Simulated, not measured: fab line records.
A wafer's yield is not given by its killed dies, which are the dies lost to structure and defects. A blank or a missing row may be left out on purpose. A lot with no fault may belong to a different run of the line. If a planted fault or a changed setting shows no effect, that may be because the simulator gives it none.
What tool caused it? :: flow rit_cmos :: Sampling: 7 lots, 21 wafers, 2 of 202 route steps

WHAT EACH GAUGE READ, for each wafer
RIT_FOX2_THK_MEAS_01.
lot: L924
measured: day 1 23:28
on: film_metro-01
FOX2_OXIDE_THK (nm): 349 342 343

lot: L929
measured: day 3 01:56
on: film_metro-03
FOX2_OXIDE_THK (nm): 345 347 348

lot: L932
measured: day 3 17:07
on: film_metro-03
FOX2_OXIDE_THK (nm): 269 270 272

lot: L934
measured: day 4 02:46
on: film_metro-01
FOX2_OXIDE_THK (nm): 346 349 344

lot: L936
measured: day 4 15:25
on: film_metro-02
FOX2_OXIDE_THK (nm): 353 349 345

lot: L942
measured: day 5 17:20
on: film_metro-03
FOX2_OXIDE_THK (nm): 349 354 347

lot: L946
measured: day 6 13:38
on: film_metro-01
FOX2_OXIDE_THK (nm): 347 348 346

WHICH TOOL RAN EACH LOT (tool, then ch and the chambers of the sampled wafers, then the start)
lot: L924
RIT_FOX2_OXIDATION_00: furnace-04 ch 0, day 1 22:07

lot: L929
RIT_FOX2_OXIDATION_00: furnace-02 ch 0, day 3 00:37

lot: L932
RIT_FOX2_OXIDATION_00: furnace-02 ch 0, day 3 15:47

lot: L934
RIT_FOX2_OXIDATION_00: furnace-04 ch 0, day 4 01:26

lot: L936
RIT_FOX2_OXIDATION_00: furnace-01 ch 0, day 4 14:04

lot: L942
RIT_FOX2_OXIDATION_00: furnace-04 ch 0, day 5 16:00

lot: L946
RIT_FOX2_OXIDATION_00: furnace-01 ch 0, day 6 12:18
- RIT_FOX2_OXIDATION_00: target thk 350.7 nm, ox time 1130 s.

THE ANSWER, worked out from the rows above alone
Rule: usual is defined by the lots themselves. Put in order of their means at a reading, lots are off if they are a third of the lots or fewer, leave a main group of 4 or more, and stand apart from it by a gap of 3 or more times the standard deviation of the main group's means; of several such gaps the widest counts. Not used: any main group whose means are identical at the precision the tables above print for the reading. A lot without any number at a reading at which 4 lots or more have one is off too. The other lots that the step has rows for count as sound.
Off: at RIT_FOX2_THK_MEAS_01 (FOX2_OXIDE_THK), L932. The main group: mean 347 nm, standard deviation 1.8.
A tool fits if, at a process step before that reading, it ran every lot that is off, and no sound lot after the first of them. Those tools and the gauges at RIT_FOX2_THK_MEAS_01 are tried in the same way. One fits: furnace-02 at RIT_FOX2_OXIDATION_00. Its last sound lot is L929 (day 3 00:37), its first lot that is off L932 (day 3 15:47): a fault that began between those two fits.

WHAT HAD BEEN PUT IN BY THE SIMULATOR
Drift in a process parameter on furnace-02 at RIT_FOX2_OXIDATION_00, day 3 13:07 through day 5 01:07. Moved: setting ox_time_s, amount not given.
Lots struck among those shown: L932. The rule above found the same.
